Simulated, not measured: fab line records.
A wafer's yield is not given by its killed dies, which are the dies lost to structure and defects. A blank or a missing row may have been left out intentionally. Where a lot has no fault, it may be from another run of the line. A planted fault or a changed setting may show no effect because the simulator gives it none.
Chamber matching / flow berkeley_cmos170 / UCB170_GATE_ETCH_15 on rie_si-01: 4 sister chambers
The step etches poly-Si in HBr/Cl2, stops on SiO2, time 56.3 s, target depth 278.2 nm. 14 wafers are shown with their chamber, then 7 later ones without.

WAFERS WITH THEIR CHAMBER
wafer=L309.1; chamber=0; throttle_valve_pct (%)=26.43; oes_product_au (a.u.)=0.814; rf_fwd_power_W (W)=295.3
wafer=L309.3; chamber=3; throttle_valve_pct (%)=26.17; oes_product_au (a.u.)=0.839; rf_fwd_power_W (W)=297.3
wafer=L309.6; chamber=0; throttle_valve_pct (%)=26.43; oes_product_au (a.u.)=0.821; rf_fwd_power_W (W)=296.7
wafer=L312.3; chamber=1; throttle_valve_pct (%)=26.46; oes_product_au (a.u.)=0.857; rf_fwd_power_W (W)=295.9
wafer=L312.5; chamber=3; throttle_valve_pct (%)=26.17; oes_product_au (a.u.)=0.838; rf_fwd_power_W (W)=296.6
wafer=L312.6; chamber=2; throttle_valve_pct (%)=26.34; oes_product_au (a.u.)=0.828; rf_fwd_power_W (W)=294.3
wafer=L316.1; chamber=2; throttle_valve_pct (%)=26.34; oes_product_au (a.u.)=0.847; rf_fwd_power_W (W)=296.0
wafer=L316.2; chamber=0; throttle_valve_pct (%)=26.45; oes_product_au (a.u.)=0.822; rf_fwd_power_W (W)=297.1
wafer=L316.3; chamber=1; throttle_valve_pct (%)=26.47; oes_product_au (a.u.)=0.858; rf_fwd_power_W (W)=300.7
wafer=L324.1; chamber=1; throttle_valve_pct (%)=26.48; oes_product_au (a.u.)=0.869; rf_fwd_power_W (W)=298.2
wafer=L324.2; chamber=3; throttle_valve_pct (%)=26.16; oes_product_au (a.u.)=0.843; rf_fwd_power_W (W)=295.6
wafer=L324.6; chamber=1; throttle_valve_pct (%)=26.47; oes_product_au (a.u.)=0.867; rf_fwd_power_W (W)=298.7
wafer=L327.3; chamber=3; throttle_valve_pct (%)=26.19; oes_product_au (a.u.)=0.846; rf_fwd_power_W (W)=295.0
wafer=L327.5; chamber=3; throttle_valve_pct (%)=26.18; oes_product_au (a.u.)=0.848; rf_fwd_power_W (W)=295.4

SIGNATURES, as means of the wafers listed above
reading=throttle_valve_pct; chamber 0=26.4367; chamber 1=26.4700; chamber 2=26.3400; chamber 3=26.1740; scatter within a chamber=0.00993
reading=oes_product_au; chamber 0=0.81900; chamber 1=0.86275; chamber 2=0.83750; chamber 3=0.84280; scatter within a chamber=0.00637
reading=rf_fwd_power_W; chamber 0=296.367; chamber 1=298.375; chamber 2=295.150; chamber 3=295.980; scatter within a chamber=1.36
Rule: distance of a wafer from a chamber = root of the sum over the readings of ((wafer's reading minus chamber's mean) / reading's scatter) squared. If the next closest chamber is less than 2 further off than the closest, the wafer can't be placed; otherwise it belongs to the closest. The scatter: the root of (the sum of the squares of (reading less its chamber's mean) over the shown wafers, divided by (wafers less chambers)).

WAFERS WITH NO CHAMBER GIVEN
wafer=L327.6; throttle_valve_pct (%)=26.35; oes_product_au (a.u.)=0.840; rf_fwd_power_W (W)=296.5
wafer=L330.2; throttle_valve_pct (%)=26.48; oes_product_au (a.u.)=0.860; rf_fwd_power_W (W)=300.1
wafer=L330.3; throttle_valve_pct (%)=26.36; oes_product_au (a.u.)=0.845; rf_fwd_power_W (W)=295.1
wafer=L330.6; throttle_valve_pct (%)=26.47; oes_product_au (a.u.)=0.857; rf_fwd_power_W (W)=298.6
wafer=L328.1; throttle_valve_pct (%)=26.46; oes_product_au (a.u.)=0.820; rf_fwd_power_W (W)=296.1
wafer=L328.4; throttle_valve_pct (%)=26.44; oes_product_au (a.u.)=0.811; rf_fwd_power_W (W)=295.7
wafer=L328.6; throttle_valve_pct (%)=26.45; oes_product_au (a.u.)=0.864; rf_fwd_power_W (W)=298.9

THE CHAMBER EACH PASSED THROUGH
wafer=L327.6; from the rows above=2; in truth=2
wafer=L330.2; from the rows above=1; in truth=1
wafer=L330.3; from the rows above=2; in truth=2
wafer=L330.6; from the rows above=1; in truth=1
wafer=L328.1; from the rows above=0; in truth=0
wafer=L328.4; from the rows above=0; in truth=0
wafer=L328.6; from the rows above=1; in truth=1
Correctly placed: 7 of 7. Can't be placed from these rows: 0. Placed wrongly: 0.
